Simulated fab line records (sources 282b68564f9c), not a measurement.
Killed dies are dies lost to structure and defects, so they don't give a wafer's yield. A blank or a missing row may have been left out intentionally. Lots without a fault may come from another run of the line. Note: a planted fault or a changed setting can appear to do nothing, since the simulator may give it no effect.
Struck lot and sound lot, side by side | flow ritCmos | 23 out of 202 route steps
Sound: these wafers, L901.2, L901.4, L901.6. The struck wafers were L904.2, L904.3, L904.5. The cause is named last.
Each step with rows lists, per side, the tool, then ch with its chambers, then its first start. Under that, the readings that differ: sound wafers | struck wafers | difference of the means | sigmas: that difference in standard deviations of wafers without a fault.
alike: readings with means less than 2 such deviations apart, plus words and numbers identical on both sides. not compared: withheld readings, readings lacking a value on some wafer, bounds such as >300 that could conceal the same value, and numbers that have no deviation in the record and whose values overlap.
A row with sigmas, a row that says differs or no value, or rows on one side alone: a step with any of these is where the two part. Non-overlapping numbers with no deviation appear without sigmas and do not part them. Lack of a reading on every wafer of one side parts them only where that side has two or more wafers.

first, 5 steps without rows for these wafers: RIT_GATE_WET_ETCH_00 (etches SiO2 in BOE, target depth 56 nm, time 60 s); RIT_GATE_CLEAN_01 (cleans in SC1, time 600 s); RIT_GATE_CLEAN_02 (cleans in dHF, time 30 s); RIT_GATE_CLEAN_03 (cleans in SC2, time 600 s); RIT_GATE_CLEAN_04 (cleans in dHF, time 60 s).
RIT_FOX2_THK_MEAS_91:
  sound on filmMetro-03, day 6 01:55; struck on filmMetro-01, day 6 15:55
  alike: FIELD_OXIDE_LEFT_2_THK
then, 2 steps without rows for these wafers: RIT_GATE_OXIDATION_05 (target thk 3 nm, ox time 270 s); RIT_GATE_ANNEAL_06 (time 600 s).
RIT_GATE_THK_MEAS_07:
  sound on filmMetro-02, day 6 11:43; struck on filmMetro-03, day 6 17:46
  alike: GATE_OXIDE_THK
then, 1 step without rows for these wafers: RIT_GATE_CVD_08 (deposits poly-Si from SiH4, target thk 250 nm, time 2220 s).
RIT_GATE_THK_MEAS_09:
  sound on filmMetro-01, day 6 13:23; struck on filmMetro-01, day 6 20:36
  alike: GATE_POLY_THK
then, 1 step without rows for these wafers: RIT_GATE_HMDS_10 (prime time 60 s).
RIT_GATE_COAT_11: resist thk 850 nm.
  sound on lithoTrack-04 ch 0, day 6 13:37; struck on lithoTrack-01 ch 0, day 6 20:50
reading                                  | sound             | struck            | difference | sigmas
spinSpeedRpm (rpm)                       | 4249 4248 4246    | 3733 3734 3730    | -515       | -99 or more
model.NOVOLAK_of_GATE_COAT_11.thkNm (nm) | 854.8 852.6 853.2 | 913.6 911.7 912.5 | +59.1      | 
  alike: chillPlateTempC
then, 3 steps without rows for these wafers: RIT_GATE_SOFTBAKE_12 (time 60 s); RIT_GATE_EXPOSE_13 (exposes mask M6, target cd 150 nm); RIT_GATE_PEB_14.
RIT_GATE_DEVELOP_15: develop time 51.85 s.
  sound on lithoTrack-04 ch 0; struck on lithoTrack-01 ch 0
reading              | sound             | struck            | difference | sigmas
model.GATE.cdNm (nm) | 148.9 147.8 146.9 | 161.1 159.8 158.6 | +12.0      | 
  alike: chillPlateTempC
RIT_GATE_CD_MEAS_16: target cd 150 nm.
  sound on cdSem-02, day 6 14:26; struck on cdSem-02, day 6 21:31
reading   | sound             | struck            | difference | sigmas
cdNm (nm) | 149.0 148.0 146.6 | 160.8 159.7 158.5 | +11.8      | +5
RIT_GATE_OVL_MEAS_17:
  sound on overlay-02, day 6 14:32; struck on overlay-01, day 6 21:38
  alike: GATE_OVL
then, 1 step without rows for these wafers: RIT_GATE_HARDBAKE_18 (time 60 s).
RIT_GATE_ETCH_19: etches poly-Si in SF6/CHF3/O2, stops on SiO2, time 165 s, target depth 312.5 nm.
  sound on rieSi-01 ch 1,2, day 6 14:53; struck on rieSi-01 ch 0,1,3, day 6 21:56
reading                                  | sound           | struck            | difference | sigmas
model.NOVOLAK_of_GATE_COAT_11.thkNm (nm) | 673.2 669 671.8 | 726.5 725.3 724   | +53.9      | 
model.GATE.cdNm (nm)                     | 149 147.6 147   | 161.2 159.8 158.6 | +12.0      | 
  alike: O2_flow_sccm, drypumpMotorCurrentA, oesProductAu, throttleValvePct
  not compared: rfHoursCounterH
RIT_GATE_STRIP_20: strips in O2, time 180 s.
  sound on plasmaAsher-04 ch 0,1, day 6 14:59; struck on plasmaAsher-01 ch 0,1, day 6 22:02
  alike: drypumpMotorCurrentA
  not compared: rfHoursCounterH
RIT_M1_PROBE_99:
  sound on prober-01, day 7 12:33; struck on prober-01, day 8 00:09
reading                          | sound             | struck            | difference | sigmas
model.etest.pmos_0p15.rOnOhmUm   | 2662 2642 2609    | 3029 2976 2994    | +362       | 
model.etest.pmosTurned.rOnOhmUm  | 3333 3358 3262    | 3781 3691 3739    | +419       | 
model.etest.nmos_0p15.rOnOhmUm   | 1089 1080 1073    | 1194 1164 1175    | +97        | 
model.etest.nmos_0p15.driveUaUm  | 504.1 509.4 510.3 | 456.4 474.6 462.2 | -43.5      | 
model.etest.pmos_0p15.driveUaUm  | 273.7 276.4 277.2 | 237.6 242.7 240.5 | -35.5      | 
model.etest.npolyLine.lineOhmUm  | 170.6 175.8 176.6 | 150.3 151.9 156.4 | -21.5      | 
model.etest.ppolyLine.lineOhmUm  | 164 167.7 165.4   | 143.2 149.1 150.5 | -18.1      | 
model.etest.pmosTurned.driveUaUm | 200.2 197.3 204   | 173.6 178.2 173.1 | -25.5      | 
  alike: killedAtFrontEnd, killedDies, killedOpen, killedShort

## WHERE THEY PART
First at RIT_GATE_COAT_11; last, within this record, at RIT_GATE_CD_MEAS_16. Later steps at which nothing parts them and some readings are alike: RIT_GATE_OVL_MEAS_17, RIT_GATE_ETCH_19, RIT_GATE_STRIP_20, RIT_M1_PROBE_99.

WHY: what had been put in by the simulator
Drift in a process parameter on lithoTrack-01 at RIT_GATE_COAT_11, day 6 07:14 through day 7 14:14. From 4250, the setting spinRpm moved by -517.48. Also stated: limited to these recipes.
